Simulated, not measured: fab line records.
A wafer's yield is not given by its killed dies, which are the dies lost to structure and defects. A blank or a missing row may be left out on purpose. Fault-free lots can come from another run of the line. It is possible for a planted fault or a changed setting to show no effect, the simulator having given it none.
A lot that was struck, set against a sound lot / flow berkeley cmos170 / 18 out of 331 route steps
Sound: the wafers L308.1, L308.4, L308.6. Struck: wafers L322.1, L322.5, L322.6. The cause is named last.
Each step with rows lists, per side, the tool, then ch with its chambers, then its first start. Under that, the readings that differ: sound wafers / struck wafers / difference of the means / sigmas: that difference in standard deviations of wafers without a fault.
alike: a reading whose means differ by less than 2 such deviations, as well as words and numbers matching on both sides. not compared: withheld readings; readings where some wafer has no value; bounds like >300 that might hide an equal value; numbers whose values overlap and for which the record gives no deviation.
Wherever a step has rows on one side only, a row that says differs or no value, or a row with sigmas, the two part there. Numbers that have no deviation but don't overlap get no sigmas and don't part them. Lack of a reading on every wafer of one side parts them only where that side has two or more wafers.

first, 1 step without rows for these wafers: UCB170_CONTACT_CLEAN_20 (cleans in SPM, time 600 s).
UCB170_M1_SPUTTER_00: material Al, target thk 600 nm, time 80 s.
  struck on pvd sputter-01, day 11 19:11; sound on pvd sputter-04, day 9 01:55
  alike: throttle valve pct
UCB170_M1_RS_MEAS_01: measures by four-point-probe.
  struck on film metro-04, day 11 19:14; sound on film metro-03, day 9 01:59
  alike: M1_AL_RS
UCB170_M1_THK_MEAS_02: measures by xrf.
  struck on film metro-04, day 11 19:22; sound on film metro-03, day 9 02:06
  alike: M1_AL_THK
then, 6 steps without rows for these wafers: UCB170_M1_COAT_03; UCB170_M1_COAT_04 (resist thk 900 nm); UCB170_M1_SOFTBAKE_05 (time 60 s); UCB170_M1_EXPOSE_06 (exposes mask METAL1, target cd 700 nm); UCB170_M1_PEB_07; UCB170_M1_DEVELOP_08 (develop time 45 s).
UCB170_M1_CD_MEAS_09: the cd target is 700 nm.
  struck on cd sem-02, day 11 20:50; sound on cd sem-02, day 9 03:37
  alike: cd nm
UCB170_M1_OVL_MEAS_10:
  struck on overlay-01, day 11 20:57; sound on overlay-01, day 9 03:44
  alike: M1_OVL
UCB170_M1_ETCH_11: etches BARC in N2/H2.
  sound on rie diel-04 ch 1,2,3, day 9 03:46; struck on rie diel-01 ch 1,3, day 11 20:59
reading=oes product au (a.u.); sound=1.073 1.020 0.982; struck=1.355 1.405 1.350; difference=+0.345; sigmas=+14
reading=model.M1.cd nm (nm); sound=701.3 702.8 704.2; struck=695.9 694.8 694.9; difference=-7.6; sigmas=
  alike: drypump motor current A, n2 flow sccm, throttle valve pct
UCB170_M1_METAL_ETCH_12: etches Al in Cl2/BCl3, stops on PSG, target depth 780 nm, time 130 s.
  sound on rie metal-02 ch 0, day 9 03:49; struck on rie metal-02 ch 1, day 11 21:01
reading=throttle valve pct (%); sound=24.06 24.05 24.04; struck=24.61 24.62 24.60; difference=+0.56; sigmas=+2
reading=model.M1.cd nm (nm); sound=704.1 703.9 707.7; struck=695 692.8 693.4; difference=-12; sigmas=
  alike: drypump motor current A, mfc cl2 sccm, oes product au
  not compared: rf hours counter h
UCB170_M1_STRIP_13: strips in O2.
  sound on plasma asher-04 ch 0,1, day 9 04:05; struck on plasma asher-01 ch 0,1, day 11 21:17
  alike: drypump motor current A, oes product au
  not compared: rf hours counter h
UCB170_M1_CD_MEAS_90: the cd target is 700 nm.
  struck on cd sem-01, day 11 21:23; sound on cd sem-02, day 9 04:11
reading=cd nm (nm); sound=704.1 704.0 707.9; struck=695.2 692.5 693.2; difference=-11.7; sigmas=-5
then, 1 step without rows for these wafers: UCB170_M1_ANNEAL_14 (time 1200 s).
UCB170_M3_PROBE_99:
  rows exist in the record for the sound wafers here (prober-02, day 9 22:08), none for the struck ones

## WHERE THEY PART
Last at UCB170_M3_PROBE_99 as far as this record goes, first at UCB170_M1_ETCH_11.

WHY: what had been put in by the simulator
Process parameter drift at UCB170_M1_ETCH_11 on rie diel-01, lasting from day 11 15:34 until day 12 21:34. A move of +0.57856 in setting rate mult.
